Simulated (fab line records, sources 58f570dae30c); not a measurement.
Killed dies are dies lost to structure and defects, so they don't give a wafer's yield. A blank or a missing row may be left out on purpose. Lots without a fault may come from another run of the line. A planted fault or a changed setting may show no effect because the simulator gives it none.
Which tool did it? | flow berkeley_cmos170 | 13 lots, 39 wafers sampled, at 3 steps of a route of 331

WHAT THE GAUGES READ, wafer by wafer
UCB170_PLDD_TW_MEAS_11. Usual: PLDD_TW 1010, standard deviation 11.
lot  | measured     | on            | PLDD_TW        | flag
L995 | day 7 22:21  | film_metro-03 | 998 1007 1008  |
L992 | day 7 22:14  | film_metro-01 | 1006 1005 1000 |
L994 | day 7 22:05  | film_metro-04 | 1026 1026 1021 |
L993 | day 7 21:48  | film_metro-01 | 1006 1010 1005 |
L996 | day 8 16:04  | film_metro-01 | 997 998 993    |
L107 | day 11 02:37 | film_metro-03 | 1003 1006 1002 |
L106 | day 11 02:05 | film_metro-04 | 1030 1029 1030 |
L108 | day 11 09:33 | film_metro-04 | 1028 1032 1034 |
L112 | day 12 06:40 | film_metro-04 | 1027 1029 1029 |
L113 | day 12 06:22 | film_metro-03 | 1010 1009 1012 |
L115 | day 12 06:57 | film_metro-01 | 1000 1005 1001 |
L111 | day 12 06:53 | film_metro-03 | 1009 1009 1006 |
L114 | day 12 15:20 | film_metro-01 | 997 1001 1002  |

UCB170_PSD_CD_MEAS_06: target cd 1200 nm. Usual: cd_nm 1199.7 nm, standard deviation 1.2.
lot  | measured     | on        | cd_nm (nm)           | flag
L995 | day 8 10:48  | cd_sem-01 | 1198.2 1198.9 1197.9 |
L992 | day 8 10:22  | cd_sem-01 | 1200.4 1199.9 1199.8 |
L994 | day 8 10:09  | cd_sem-02 | 1201.0 1199.6 1200.5 |
L993 | day 8 10:02  | cd_sem-02 | 1198.7 1199.2 1199.3 |
L996 | day 9 04:41  | cd_sem-02 | 1199.3 1199.7 1199.3 |
L107 | day 11 12:16 | cd_sem-02 | 1199.7 1202.4 1199.5 |
L106 | day 11 12:08 | cd_sem-01 | 1199.4 1198.6 1199.0 |
L108 | day 11 21:32 | cd_sem-01 | 1201.2 1201.2 1201.3 |
L112 | day 12 15:58 | cd_sem-02 | 1201.5 1199.9 1200.7 |
L113 | day 12 15:52 | cd_sem-01 | 1199.5 1198.8 1198.6 |
L115 | day 12 16:39 | cd_sem-01 | 1199.4 1199.9 1201.4 |
L111 | day 12 16:32 | cd_sem-02 | 1199.8 1200.5 1200.2 |
L114 | day 13 01:53 | cd_sem-02 | 1200.7 1201.5 1201.8 |

WHICH TOOL RAN EACH LOT (tool, then ch and the chambers of the sampled wafers, then the start)
lot  | UCB170_ACTIVE_ETCH_15
L995 | rie_diel-04 ch 0,1, day 5 02:19
L992 | rie_diel-01 ch 0,1,3, day 5 02:23
L994 | rie_diel-04 ch 1,2,3, day 5 02:39
L993 | rie_diel-04 ch 0,2,3, day 5 02:56
L996 | rie_diel-02 ch 0,1,2, day 5 18:17
L107 | rie_diel-02 ch 1,2,3, day 8 08:32
L106 | rie_diel-01 ch 0,1,2, day 8 08:46
L108 | rie_diel-02 ch 0,1, day 8 21:32
L112 | rie_diel-02 ch 0,2,3, day 9 14:16
L113 | rie_diel-01 ch 1,2,3, day 9 14:30
L115 | rie_diel-04 ch 0,1, day 9 15:02
L111 | rie_diel-02 ch 0,2, day 9 15:10
L114 | rie_diel-02 ch 0,1,2, day 9 23:35
- UCB170_ACTIVE_ETCH_15: etches Si3N4 in CH3F/Ar/O2, stops on SiO2, target depth 242 nm, time 151 s.

WHAT THE TOOLS THEMSELVES READ (means of the sampled wafers that have a number; where no wafer has one, the mark that the record gives instead)
UCB170_ACTIVE_ETCH_15. Usual: drypump_motor_current_A 6.1 A, standard deviation 0.37; oes_product_au 0.944 a.u., standard deviation 0.012; throttle_valve_pct 8.05 %, standard deviation 0.15.
lot  | tool        | drypump_motor_current_A (A) | oes_product_au (a.u.) | throttle_valve_pct (%) | flag
L995 | rie_diel-04 | 5.9                         | 0.940                 | 8.15                   |
L992 | rie_diel-01 | 6.1                         | 0.929                 | 7.97                   |
L994 | rie_diel-04 | 6.0                         | 0.944                 | 8.12                   |
L993 | rie_diel-04 | 6.0                         | 0.935                 | 8.24                   |
L996 | rie_diel-02 | 6.3                         | 0.951                 | 8.02                   |
L107 | rie_diel-02 | 6.3                         | 0.956                 | 8.08                   |
L106 | rie_diel-01 | 5.7                         | 0.945                 | 7.86                   |
L108 | rie_diel-02 | 6.2                         | 0.951                 | 8.01                   |
L112 | rie_diel-02 | 6.2                         | 0.950                 | 8.12                   |
L113 | rie_diel-01 | 5.7                         | 0.945                 | 7.94                   |
L115 | rie_diel-04 | 5.9                         | 0.953                 | 8.15                   |
L111 | rie_diel-02 | 6.2                         | 0.948                 | 8.08                   |
L114 | rie_diel-02 | 6.3                         | 0.942                 | 8.04                   |

THE ANSWER, worked out from the rows above alone
Rule: a lot is off if the mean of its wafers that have a number lies more than 3 standard deviations from the usual mean. A lot without any number at a reading at which 4 lots or more have one is off too. The other lots that the step has rows for count as sound. The gauges are gone through in route order, then the tools' own readings, and for those a lot's mean is taken as printed above. The first step at which some lot is off is used, and at that step the reading that is off furthest; a lot without a number counts as furthest.
No lot is off at any reading shown: from this, nothing can be told.

WHAT THE SIMULATOR HAD PUT IN
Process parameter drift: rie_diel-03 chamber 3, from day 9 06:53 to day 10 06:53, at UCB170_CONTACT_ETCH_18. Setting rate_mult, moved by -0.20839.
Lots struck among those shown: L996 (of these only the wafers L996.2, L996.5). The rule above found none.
